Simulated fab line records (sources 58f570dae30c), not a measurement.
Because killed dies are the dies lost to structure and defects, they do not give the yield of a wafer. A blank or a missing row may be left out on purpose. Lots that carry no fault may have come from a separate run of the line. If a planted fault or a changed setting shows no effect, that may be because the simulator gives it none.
The same fault as seen by 2 desks | flow berkeleyCmos170 | only its own numbers are on each desk; what lay behind them is given at the end

AT THE TOOL OWNER'S DESK: lpcvd-01
The tool's own readings at UCB170_NWELL_CVD_04 (deposits Si3N4 from SiH2Cl2/NH3, target thk 224 nm, time 3360 s): means of the sampled wafers that have a number, for each lot that ran on this tool. Any lot whose mean is over 4 standard deviations away from the usual mean is out of limits and marked OUT; that distance is given in the brackets.
Columns: A = zonePowerCentrePct at UCB170_NWELL_CVD_04, usual 36 %
lot  | first seen here | A
L992 | day 2 15:08     | 31
L993 | day 2 20:27     | 31
L994 | day 3 03:20     | 35
L110 | day 6 20:08     | 31
L111 | day 6 20:08     | 31
This desk found nothing out of limits on any of the 5 lots.

METROLOGY DESK
What the gauges read for every lot (on any tool): the sampled wafers with a number, averaged. Any lot whose mean is over 4 standard deviations away from the usual mean is out of limits and marked OUT; that distance is given in the brackets.
Columns: A = NWELL_NITRIDE_THK at UCB170_NWELL_THK_MEAS_05, usual 222.5 nm; B = NWELL_OVL at UCB170_NWELL_OVL_MEAS_12, usual 4 nm; C = FIELD_OXIDE_THK at UCB170_FIELD_THK_MEAS_02, usual 554 nm
lot  | first seen here | A              | B  | C
L989 | day 2 02:27     | 219.7          | 13 | 555
L990 | day 2 10:00     | 224.4          | 9  | 569
L991 | day 2 13:08     | 224.7          | -3 | 558
L992 | day 2 17:05     | 224.7          | 9  | 583
L993 | day 2 22:23     | 225.8          | 1  | 570
L994 | day 3 05:16     | 95.8 (-58) OUT | 3  | 539
L995 | day 3 09:41     | 221.5          | 0  | 536
L996 | day 3 15:40     | 220.9          | -1 | 557
L110 | day 6 22:04     | 224.7          | 7  | 536
L111 | day 6 22:04     | 224.8          | 1  | 544
L112 | day 7 02:04     | 220.3          | -2 | 556
This desk finds L994 out of limits, with the earliest case on L994 at day 3 05:16 (NWELL_NITRIDE_THK at UCB170_NWELL_THK_MEAS_05). L989, L990, L991, L992, L993, L995, L996, L110, L111, L112 stayed within limits.

TAKEN TOGETHER
An alarm was possible from the metrology desk at day 3 05:16, on L994.
Nothing out of limits was seen by the tool owner's desk.
Tool owner's desk: L994 on record, inside its limits.
UCB170_NWELL_CVD_04 was run on lpcvd-01 by each of the lots named.

WHAT THE SIMULATOR PUT IN
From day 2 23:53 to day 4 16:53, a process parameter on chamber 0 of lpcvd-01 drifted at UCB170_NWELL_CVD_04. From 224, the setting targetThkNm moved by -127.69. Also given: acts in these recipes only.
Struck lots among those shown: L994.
Delay in hours, fault start to first out-of-limits reading, per desk: metrology desk 5.
